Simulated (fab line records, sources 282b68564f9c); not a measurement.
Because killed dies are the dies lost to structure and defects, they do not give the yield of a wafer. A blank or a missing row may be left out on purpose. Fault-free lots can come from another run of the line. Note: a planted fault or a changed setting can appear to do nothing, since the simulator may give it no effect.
A lot that was struck, set against a sound lot	flow rit_cmos	43 steps out of a route of 202
Sound: these wafers, L231.1, L231.2, L231.6. Wafers struck: L245.2, L245.5, L245.6. The cause is named last.
Per side, at each step with rows, come the tool, then ch with its chambers, and then its first start. Under that, the readings that differ: sound wafers	struck wafers	difference of the means	sigmas: that difference in standard deviations of wafers without a fault.
alike: readings whose means differ by less than 2 such deviations, and words and numbers that are the same on both sides. not compared: withheld readings, readings that some wafer has no value for, bounds like >300 that may hide the same value, and numbers for which the record gives no deviation and whose values overlap.
A row with sigmas, a row that says differs or no value, or rows on one side alone: a step with any of these is where the two part. Numbers that don't overlap but have no deviation are shown without sigmas and don't part them. A reading that every wafer of one side lacks parts them only if that side has two wafers or more.

first, 2 steps without rows for these wafers: RIT_SDANNEAL_CLEAN_02 (cleans in SC2, time 600 s); RIT_SDANNEAL_RTA_03 (time 5 s).
RIT_SDANNEAL_RS_MEAS_04: the measuring method here is four-point-probe.
  sound on film_metro-02 at day 3 04:28; struck on film_metro-03 at day 6 00:07
  alike: PSD_RS
RIT_SDANNEAL_RS_MEAS_05: the measuring method here is four-point-probe.
  sound on film_metro-02 at day 3 04:35; struck on film_metro-03 at day 6 00:14
  alike: NSD_RS
RIT_SDANNEAL_RS_MEAS_06: the measuring method here is four-point-probe.
  sound on film_metro-02 at day 3 04:43; struck on film_metro-03 at day 6 00:21
  alike: PLDD_RS
RIT_SDANNEAL_RS_MEAS_07: the measuring method here is four-point-probe.
  sound on film_metro-02 at day 3 04:50; struck on film_metro-03 at day 6 00:28
  alike: NLDD_RS
then, 1 step without rows for these wafers: RIT_SILICIDE_WET_ETCH_00 (etches SiO2 in BOE, target depth 14 nm, time 15 s).
RIT_SILICIDE_SPUTTER_01: material Ti, target thk 30 nm, time 240 s.
  sound on pvd_sputter-01 at day 3 04:58; struck on pvd_sputter-01 at day 6 00:35
  alike: cathode_dc_power_W, throttle_valve_pct
RIT_SILICIDE_RS_MEAS_02: the measuring method here is four-point-probe.
  sound on film_metro-03 at day 3 05:07; struck on film_metro-04 at day 6 00:45
  alike: SILICIDE_TI_RS
RIT_SILICIDE_THK_MEAS_03: measures by xrf.
  sound on film_metro-03 at day 3 05:14; struck on film_metro-04 at day 6 00:52
  alike: SILICIDE_TI_THK
RIT_SILICIDE_RTA_04: time 10 s, ramp up 5 s, ramp down 5 s.
  sound on rtp_anneal-01 ch 0, day 3 05:18; struck on rtp_anneal-01 ch 0, day 6 00:56
  alike: anneal_temp_c_max, wafer_temp_C_max
then, 1 step without rows for these wafers: RIT_SILICIDE_WET_ETCH_05 (etches Ti in SPM, time 120 s).
RIT_SILICIDE_RTA_06: time 10 s, ramp up 5 s, ramp down 10 s.
  sound on rtp_anneal-02 ch 0, day 3 05:24; struck on rtp_anneal-02 ch 0, day 6 01:02
  alike: anneal_temp_c_max, wafer_temp_C_max
RIT_CONTACT_CVD_00: deposits SiO2 from TEOS, target thk 400 nm, time 61 s.
  sound on pecvd-03 ch 0,1,2, day 3 05:28; struck on pecvd-03 ch 0,1, day 6 01:05
  alike: heater_power_w, rf_fwd_power_W
  not compared: since_wet_clean_h
RIT_CONTACT_THK_MEAS_01:
  sound on film_metro-02 at day 3 05:31; struck on film_metro-03 at day 6 01:09
  alike: CONTACT_TEOS_THK
then, 6 steps without rows for these wafers: RIT_CONTACT_HMDS_02 (prime time 60 s); RIT_CONTACT_COAT_03 (resist thk 1000 nm); RIT_CONTACT_SOFTBAKE_04 (time 60 s); RIT_CONTACT_EXPOSE_05 (exposes mask M11, target cd 1000 nm); RIT_CONTACT_PEB_06; RIT_CONTACT_DEVELOP_07 (develop time 120 s).
RIT_CONTACT_CD_MEAS_08: the cd target is 1000 nm.
  sound on cd_sem-01 at day 3 06:40; struck on cd_sem-02 at day 6 02:30
  alike: cd_nm
RIT_CONTACT_OVL_MEAS_09:
  sound on overlay-02 at day 3 06:47; struck on overlay-02 at day 6 02:37
  alike: CONTACT_OVL
then, 1 step without rows for these wafers: RIT_CONTACT_HARDBAKE_10 (time 60 s).
RIT_CONTACT_ETCH_11: etches SiO2 in CHF3/CF4/Ar, stops on TiSi2, target depth 480 nm, time 320 s.
  sound on rie_diel-01 ch 1,2,3, day 3 06:59; struck on rie_diel-03 ch 0,2,3, day 6 02:47
  alike: drypump_motor_current_A, oes_product_au, rf_fwd_power_W, throttle_valve_pct
  not compared: rf_hours_counter_h
RIT_CONTACT_STRIP_12: strips in O2, time 180 s.
  sound on plasma_asher-02 ch 0,1, day 3 07:10; struck on plasma_asher-03 ch 0,1, day 6 02:59
  alike: drypump_motor_current_A
  not compared: rf_hours_counter_h
RIT_CONTACT_CD_MEAS_90: the cd target is 1000 nm.
  sound on cd_sem-01 at day 3 07:21; struck on cd_sem-02 at day 6 03:11
  alike: cd_nm
then, 3 steps without rows for these wafers: RIT_CONTACT_CLEAN_13 (cleans in SC1, time 600 s); RIT_CONTACT_CLEAN_14 (cleans in SC2, time 600 s); RIT_M1_SPUTTER_00 (material Al, target thk 400 nm, time 500 s).
RIT_M1_RS_MEAS_01: the measuring method here is four-point-probe.
  sound on film_metro-02 at day 3 08:07; struck on film_metro-01 at day 6 03:56
  alike: M1_AL_RS
RIT_M1_THK_MEAS_02: measures by xrf.
  sound on film_metro-02 at day 3 08:14; struck on film_metro-01 at day 6 04:03
  alike: M1_AL_THK
then, 6 steps without rows for these wafers: RIT_M1_HMDS_03 (prime time 60 s); RIT_M1_COAT_04 (resist thk 1312 nm); RIT_M1_SOFTBAKE_05 (time 60 s); RIT_M1_EXPOSE_06 (exposes mask M12, target cd 2600 nm); RIT_M1_PEB_07; RIT_M1_DEVELOP_08 (develop time 68 s).
RIT_M1_CD_MEAS_09: the cd target is 2600 nm.
  sound on cd_sem-01 at day 3 09:18; struck on cd_sem-01 at day 6 05:00
  alike: cd_nm
RIT_M1_OVL_MEAS_10:
  sound on overlay-02 at day 3 09:25; struck on overlay-01 at day 6 05:07
reading	sound	struck	difference	sigmas
M1_OVL (nm)	2.0 1.5 0.8	-3.1 -1.7 -3.8	-4.3	-2
then, 2 steps without rows for these wafers: RIT_M1_HARDBAKE_11 (time 120 s); RIT_M1_METAL_ETCH_12 (etches Al in Cl2/BCl3, stops on SiO2, time 165 s, target depth 600 nm).
RIT_M1_PROBE_99:
  sound on prober-01 at day 3 11:58; struck on prober-01 at day 6 07:52
reading	sound	struck	difference	sigmas
model.etest.npoly_sal.rs_ohm_sq	4.193 4.191 4.21	4.097 4.118 4.1	-0.093	
model.etest.pplus_sal.rs_ohm_sq	4.123 4.167 4.179	4.061 4.091 4.067	-0.083	
model.etest.nplus_sal.rs_ohm_sq	4.121 4.169 4.188	4.047 4.073 4.084	-0.091	
model.etest.ppoly_sal.rs_ohm_sq	4.107 4.159 4.19	4.035 4.08 4.038	-0.101	
model.etest.pplus_sal.line_ohm_um	1.196 1.214 1.212	1.164 1.188 1.185	-0.028	
model.etest.nplus_sal.line_ohm_um	1.214 1.191 1.214	1.177 1.187 1.17	-0.028	
  alike: killed_at_M0_to_M3, killed_at_contacts, killed_at_front_end, killed_dies, killed_open, killed_short

== WHERE THEY PART ==
Within this record, at RIT_M1_OVL_MEAS_10 only. Later steps at which nothing parts them and some readings are alike: RIT_M1_PROBE_99.

WHY: what the simulator had put in
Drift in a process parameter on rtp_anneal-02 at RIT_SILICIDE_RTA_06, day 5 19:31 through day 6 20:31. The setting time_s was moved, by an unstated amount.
